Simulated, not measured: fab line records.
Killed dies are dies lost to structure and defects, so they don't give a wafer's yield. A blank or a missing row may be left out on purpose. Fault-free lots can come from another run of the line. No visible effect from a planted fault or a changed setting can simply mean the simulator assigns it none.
What tool caused it? | flow berkeleyCmos170 | Sampling: 12 lots, 36 wafers, 5 of 331 route steps

== WHAT THE GAUGES READ, wafer by wafer ==
UCB170_START_THK_MEAS_03.
lot  | measured    | on           | START_OXIDE_THK (nm)
L710 | day 1 17:12 | filmMetro-01 | 19.9 20.0 20.2
L712 | day 2 02:37 | filmMetro-01 | 20.3 20.5 20.7
L713 | day 2 05:22 | filmMetro-04 | 20.1 20.0 20.2
L714 | day 2 10:48 | filmMetro-03 | 19.7 19.6 19.7
L720 | day 3 14:27 | filmMetro-04 | 20.1 20.3 20.5
L723 | day 4 10:48 | filmMetro-01 | 20.0 19.9 20.1
L728 | day 5 08:29 | filmMetro-04 | 20.6 20.5 20.3
L729 | day 5 16:04 | filmMetro-01 | 20.5 20.5 20.1
L730 | day 5 16:04 | filmMetro-03 | 20.4 20.5 20.2
L731 | day 5 23:53 | filmMetro-03 | 20.0 19.9 20.0
L732 | day 6 06:08 | filmMetro-04 | 20.2 20.1 20.2
L733 | day 6 09:59 | filmMetro-01 | 20.1 20.2 20.3

UCB170_NWELL_THK_MEAS_05.
lot  | measured    | on           | NWELL_NITRIDE_THK (nm)
L710 | day 2 14:42 | filmMetro-04 | 223.1 223.5 222.6
L712 | day 2 22:32 | filmMetro-04 | 222.8 223.2 223.7
L713 | day 2 22:33 | filmMetro-02 | 221.2 219.4 220.4
L714 | day 3 13:54 | filmMetro-02 | 220.7 223.2 222.9
L720 | day 4 18:58 | filmMetro-01 | 220.8 218.5 218.7
L723 | day 5 07:11 | filmMetro-01 | 222.4 222.5 219.2
L728 | day 6 04:11 | filmMetro-04 | 223.7 223.4 222.3
L729 | day 6 13:10 | filmMetro-02 | 223.2 223.8 223.4
L730 | day 6 13:10 | filmMetro-04 | 218.5 218.7 216.7
L731 | day 6 19:42 | filmMetro-04 | 222.5 222.2 220.7
L732 | day 7 01:10 | filmMetro-02 | 224.6 225.5 222.3
L733 | day 7 08:29 | filmMetro-04 | 220.9 219.3 221.4

UCB170_NWELL_OVL_MEAS_12.
lot  | measured    | on         | NWELL_OVL (nm)
L710 | day 2 15:56 | overlay-02 | -2 3 3
L712 | day 2 23:55 | overlay-02 | 2 2 -2
L713 | day 2 23:37 | overlay-01 | 1 9 6
L714 | day 3 14:48 | overlay-01 | 8 3 3
L720 | day 4 21:01 | overlay-01 | -3 2 -2
L723 | day 5 08:31 | overlay-01 | 10 7 0
L728 | day 6 05:05 | overlay-02 | 1 0 4
L729 | day 6 15:45 | overlay-01 | -3 -1 -4
L730 | day 6 15:11 | overlay-01 | -2 -7 3
L731 | day 6 21:13 | overlay-01 | -4 -5 -12
L732 | day 7 02:16 | overlay-02 | -7 -3 0
L733 | day 7 09:43 | overlay-01 | 5 8 4

UCB170_ACTIVE_THK_MEAS_06.
lot  | measured    | on           | ACTIVE_NITRIDE_THK (nm)
L710 | day 4 22:48 | filmMetro-04 | 219.0 217.4 217.1
L712 | day 5 04:22 | filmMetro-01 | 218.9 221.3 221.4
L713 | day 5 04:22 | filmMetro-04 | 218.1 219.0 221.5
L714 | day 5 18:44 | filmMetro-03 | 219.4 219.9 218.8
L720 | day 6 23:12 | filmMetro-01 | 206.9 208.1 207.3
L723 | day 7 14:59 | filmMetro-03 | 220.1 221.2 220.7
L728 | day 8 13:52 | filmMetro-03 | 216.5 216.1 216.4
L729 | day 9 04:37 | filmMetro-01 | 219.0 218.2 217.7
L730 | day 9 04:33 | filmMetro-01 | 220.3 218.7 219.0
L731 | day 9 04:36 | filmMetro-03 | 217.1 219.4 218.2
L732 | day 9 04:32 | filmMetro-03 | 216.8 218.9 218.5
L733 | day 9 20:46 | filmMetro-03 | 218.8 219.2 220.6

== WHICH TOOL RAN EACH LOT (tool, then ch and the chambers of the sampled wafers, then the start) ==
lot  | UCB170_ACTIVE_CVD_05
L710 | lpcvd-01 ch 0, day 4 19:55
L712 | lpcvd-02 ch 0, day 5 02:26
L713 | lpcvd-02 ch 1, day 5 02:26
L714 | lpcvd-01 ch 0, day 5 14:25
L720 | lpcvd-02 ch 0, day 6 21:13
L723 | lpcvd-01 ch 1, day 7 12:06
L728 | lpcvd-01 ch 0, day 8 10:58
L729 | lpcvd-01 ch 1, day 9 01:40
L730 | lpcvd-01 ch 1, day 9 01:40
L731 | lpcvd-01 ch 1, day 9 01:40
L732 | lpcvd-01 ch 1, day 9 01:40
L733 | lpcvd-02 ch 0, day 9 18:51
- UCB170_ACTIVE_CVD_05: deposits Si3N4 from SiH2Cl2/NH3, target thk 220 nm, time 3300 s.

== WHAT THE TOOLS THEMSELVES READ (means of the sampled wafers that have a number; where no wafer has one, the mark that the record gives instead) ==
UCB170_ACTIVE_CVD_05.
lot  | tool     | spikeTcLoadC (C)
L710 | lpcvd-01 | 816
L712 | lpcvd-02 | 822
L713 | lpcvd-02 | 827
L714 | lpcvd-01 | 817
L720 | lpcvd-02 | 822
L723 | lpcvd-01 | 827
L728 | lpcvd-01 | 817
L729 | lpcvd-01 | 827
L730 | lpcvd-01 | 827
L731 | lpcvd-01 | 828
L732 | lpcvd-01 | 827
L733 | lpcvd-02 | 821

== THE ANSWER, worked out from the rows above alone ==
Rule: what is usual is taken from the lots themselves. The widest of any qualifying gaps counts: lots, ordered by their means at a reading, are off when they make up no more than a third of the lots, leave a main group of 4 or more, and stand apart from it by 3 or more times the standard deviation of that group's means. A main group whose means are all the same, to the digits that the tables above print for the reading, isn't used. A lot without any number at a reading at which 4 lots or more have one is off too. Any other lot the step has rows for is counted as sound. The gauges are gone through in route order, then the tools' own readings, and for those a lot's mean is taken as printed above. At the first step where some lot is off, the reading lying furthest off is the one used; lots without a number count as furthest.
Off: L720, at UCB170_ACTIVE_THK_MEAS_06 (ACTIVE_NITRIDE_THK). The main group has a mean of 218.9 nm with a standard deviation of 1.2.
If a tool, at a process step before that reading, ran all the lots that are off and no sound lot after the first of them, it fits. The gauges at UCB170_ACTIVE_THK_MEAS_06 are tried like those tools. No candidate that was tried fits.

== WHAT HAD BEEN PUT IN BY THE SIMULATOR ==
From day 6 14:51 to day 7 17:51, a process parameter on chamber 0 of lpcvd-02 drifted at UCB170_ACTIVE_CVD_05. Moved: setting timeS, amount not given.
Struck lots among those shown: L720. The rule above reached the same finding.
